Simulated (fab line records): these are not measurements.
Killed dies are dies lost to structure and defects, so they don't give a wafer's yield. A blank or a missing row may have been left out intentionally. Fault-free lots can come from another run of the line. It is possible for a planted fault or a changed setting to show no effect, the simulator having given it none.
Which tool did it? | flow rit_cmos | 42 wafers from 14 lots sampled at 5 of the route's 202 steps

== WHAT EACH GAUGE READ, for each wafer ==
RIT_PRETRO_TW_MEAS_10. Usual: PRETRO_TW 476, standard deviation 4.1.
lot  | measured    | on            | PRETRO_TW   | flag
L205 | day 2 10:14 | film_metro-04 | 475 475 476 |
L206 | day 2 17:49 | film_metro-04 | 478 478 477 |
L209 | day 3 05:10 | film_metro-04 | 471 476 473 |
L210 | day 3 10:31 | film_metro-04 | 474 475 473 |
L211 | day 3 13:22 | film_metro-04 | 471 473 472 |
L212 | day 3 23:55 | film_metro-04 | 472 475 471 |
L213 | day 4 07:08 | film_metro-04 | 476 477 478 |
L217 | day 4 21:20 | film_metro-01 | 479 482 478 |
L220 | day 5 13:43 | film_metro-04 | 475 478 477 |
L221 | day 5 17:46 | film_metro-04 | 476 476 478 |
L223 | day 6 03:36 | film_metro-04 | 477 474 475 |
L224 | day 6 08:01 | film_metro-04 | 475 478 478 |
L226 | day 6 20:23 | film_metro-01 | 478 481 483 |
L227 | day 7 02:10 | film_metro-04 | 477 479 476 |

RIT_NLDD_OVL_MEAS_06. Usual: NLDD_OVL -0.1 nm, standard deviation 1.2.
lot  | measured    | on         | NLDD_OVL (nm)  | flag
L205 | day 2 21:59 | overlay-01 | 2.2 -1.9 -2.3  |
L206 | day 3 05:15 | overlay-01 | -1.2 -3.2 -1.3 |
L209 | day 4 00:12 | overlay-01 | 0.8 1.5 0.6    |
L210 | day 4 04:10 | overlay-02 | 1.9 1.1 0.9    |
L211 | day 4 06:43 | overlay-01 | 0.0 2.0 -0.2   |
L212 | day 4 10:25 | overlay-01 | -1.4 -0.6 -1.9 |
L213 | day 4 19:36 | overlay-01 | -0.1 0.6 -0.5  |
L217 | day 5 09:48 | overlay-02 | 0.9 -2.7 -0.1  |
L220 | day 6 00:24 | overlay-02 | 0.2 -1.9 0.4   |
L221 | day 6 06:52 | overlay-01 | 1.6 0.5 0.1    |
L223 | day 6 17:53 | overlay-01 | 0.7 -1.4 1.4   |
L224 | day 6 23:33 | overlay-01 | -0.6 0.2 -0.5  |
L226 | day 7 14:49 | overlay-02 | 0.1 -0.2 0.0   |
L227 | day 7 18:41 | overlay-01 | 0.0 1.5 1.5    |

RIT_M1_CD_MEAS_90: the cd target is 2600 nm. Usual: cd_nm reads 2601 nm (standard deviation 3.1).
lot  | measured    | on        | cd_nm (nm)     | flag
L205 | day 3 11:55 | cd_sem-02 | 2603 2600 2602 |
L206 | day 3 19:32 | cd_sem-02 | 2595 2596 2598 |
L209 | day 4 15:53 | cd_sem-02 | 2600 2599 2600 |
L210 | day 4 20:49 | cd_sem-01 | 2601 2599 2599 |
L211 | day 4 21:29 | cd_sem-02 | 2603 2608 2607 |
L212 | day 5 00:29 | cd_sem-02 | 2602 2600 2600 |
L213 | day 5 10:35 | cd_sem-02 | 2602 2606 2604 |
L217 | day 6 00:18 | cd_sem-02 | 2585 2589 2599 | OFF
L220 | day 6 14:54 | cd_sem-02 | 2587 2600 2587 | OFF
L221 | day 6 20:32 | cd_sem-02 | 2602 2601 2601 |
L223 | day 7 07:37 | cd_sem-02 | 2600 2602 2600 |
L224 | day 7 13:47 | cd_sem-02 | 2605 2603 2601 |
L226 | day 8 04:32 | cd_sem-02 | 2602 2602 2602 |
L227 | day 8 08:35 | cd_sem-02 | 2595 2596 2594 |

== TOOL THAT RAN EACH LOT (tool first, then ch and the chambers of the sampled wafers, then the start) ==
lot  | RIT_SILICIDE_RTA_04             | RIT_M1_METAL_ETCH_12
L205 | rtp_anneal-01 ch 0, day 3 07:12 | rie_metal-04 ch 0,1, day 3 11:25
L206 | rtp_anneal-02 ch 0, day 3 14:43 | rie_metal-01 ch 0, day 3 19:00
L209 | rtp_anneal-01 ch 0, day 4 10:19 | rie_metal-01 ch 0, day 4 15:13
L210 | rtp_anneal-01 ch 0, day 4 16:06 | rie_metal-02 ch 0,1, day 4 20:18
L211 | rtp_anneal-01 ch 0, day 4 16:13 | rie_metal-04 ch 0,1, day 4 20:58
L212 | rtp_anneal-02 ch 0, day 4 19:31 | rie_metal-01 ch 0, day 4 23:50
L213 | rtp_anneal-01 ch 0, day 5 05:29 | rie_metal-02 ch 0,1, day 5 10:03
L217 | rtp_anneal-01 ch 0, day 5 18:59 | rie_metal-04 ch 0,1, day 5 23:31
L220 | rtp_anneal-02 ch 0, day 6 09:58 | rie_metal-04 ch 0,1, day 6 14:23
L221 | rtp_anneal-01 ch 0, day 6 15:40 | rie_metal-02 ch 0,1, day 6 20:00
L223 | rtp_anneal-01 ch 0, day 7 02:48 | rie_metal-02 ch 0,1, day 7 07:05
L224 | rtp_anneal-02 ch 0, day 7 08:37 | rie_metal-01 ch 0,1, day 7 13:06
L226 | rtp_anneal-02 ch 0, day 7 23:33 | rie_metal-02 ch 0, day 8 04:02
L227 | rtp_anneal-01 ch 0, day 8 03:31 | rie_metal-01 ch 0,1, day 8 08:04
- RIT_SILICIDE_RTA_04: time 10 s, ramp up 5 s, ramp down 5 s.
- RIT_M1_METAL_ETCH_12: etches Al in Cl2/BCl3, stops on SiO2, time 165 s, target depth 600 nm.

== AS READ BY THE TOOLS THEMSELVES (means over the sampled wafers that have a number; for cases with no such wafer, the mark the record gives instead) ==
RIT_SILICIDE_RTA_04. Usual: wafer_temp_C_max reads 652.8 (standard deviation 1.1).
lot  | tool          | wafer_temp_C_max | flag
L205 | rtp_anneal-01 | 651.9            |
L206 | rtp_anneal-02 | 653.9            |
L209 | rtp_anneal-01 | 651.2            |
L210 | rtp_anneal-01 | 651.5            |
L211 | rtp_anneal-01 | 651.9            |
L212 | rtp_anneal-02 | 653.1            |
L213 | rtp_anneal-01 | 652.2            |
L217 | rtp_anneal-01 | 652.5            |
L220 | rtp_anneal-02 | 653.5            |
L221 | rtp_anneal-01 | 652.2            |
L223 | rtp_anneal-01 | 651.8            |
L224 | rtp_anneal-02 | 654.1            |
L226 | rtp_anneal-02 | 653.4            |
L227 | rtp_anneal-01 | 652.2            |

RIT_M1_METAL_ETCH_12. Usual: drypump_motor_current_A 5.9 A, standard deviation 0.47; oes_product_au 0.774 a.u., standard deviation 0.011; throttle_valve_pct 8.24 %, standard deviation 0.14.
lot  | tool         | drypump_motor_current_A (A) | oes_product_au (a.u.) | throttle_valve_pct (%) | flag
L205 | rie_metal-04 | 5.6                         | 0.774                 | 8.08                   |
L206 | rie_metal-01 | 5.9                         | 0.781                 | 8.41                   |
L209 | rie_metal-01 | 5.9                         | 0.778                 | 8.41                   |
L210 | rie_metal-02 | 5.9                         | 0.774                 | 8.23                   |
L211 | rie_metal-04 | 6.0                         | 0.759                 | 8.12                   |
L212 | rie_metal-01 | 5.9                         | 0.783                 | 8.42                   |
L213 | rie_metal-02 | 5.6                         | 0.774                 | 8.31                   |
L217 | rie_metal-04 | 5.7                         | 0.670                 | 8.10                   | OFF
L220 | rie_metal-04 | 5.7                         | 0.667                 | 8.10                   | OFF
L221 | rie_metal-02 | 5.9                         | 0.776                 | 8.23                   |
L223 | rie_metal-02 | 5.9                         | 0.775                 | 8.23                   |
L224 | rie_metal-01 | 6.4                         | 0.767                 | 8.34                   |
L226 | rie_metal-02 | 5.3                         | 0.773                 | 8.39                   |
L227 | rie_metal-01 | 6.5                         | 0.765                 | 8.34                   |

== THE ANSWER, worked out from the rows above alone ==
Rule: lot off if the mean of its wafers having a number is beyond 3 standard deviations from the usual mean. Also off: a lot with no number at a reading for which 4 or more lots have one. The other lots that the step has rows for count as sound. Order of review: gauges by route order, followed by the tools' own readings, for which a lot's mean as printed above is used. At the first step where some lot is off, the reading lying furthest off is the one used; lots without a number count as furthest.
Off at RIT_M1_CD_MEAS_90 (cd_nm): L217, L220.
A tool fits if, at a process step before that reading, it ran every lot that is off, and no sound lot after the first of them. The gauges at RIT_M1_CD_MEAS_90 aren't tried: what is off there is off at RIT_M1_METAL_ETCH_12 too, on other tools, and a gauge's error can't cause that. One fits: rie_metal-04 at RIT_M1_METAL_ETCH_12. Its last sound lot is L211 (day 4 20:58), its first lot that is off L217 (day 5 23:31): a fault that began between those two fits.
The tool's own readings at RIT_M1_METAL_ETCH_12 bear it out: on the lots that are off they differ by more than 5 times the standard deviation of the sound lots' means. oes_product_au reads 0.669 a.u. there against 0.773 a.u. on the sound lots.

== WHAT THE SIMULATOR HAD INSERTED ==
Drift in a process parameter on rie_metal-04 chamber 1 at RIT_M1_METAL_ETCH_12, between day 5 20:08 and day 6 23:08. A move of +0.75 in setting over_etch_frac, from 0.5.
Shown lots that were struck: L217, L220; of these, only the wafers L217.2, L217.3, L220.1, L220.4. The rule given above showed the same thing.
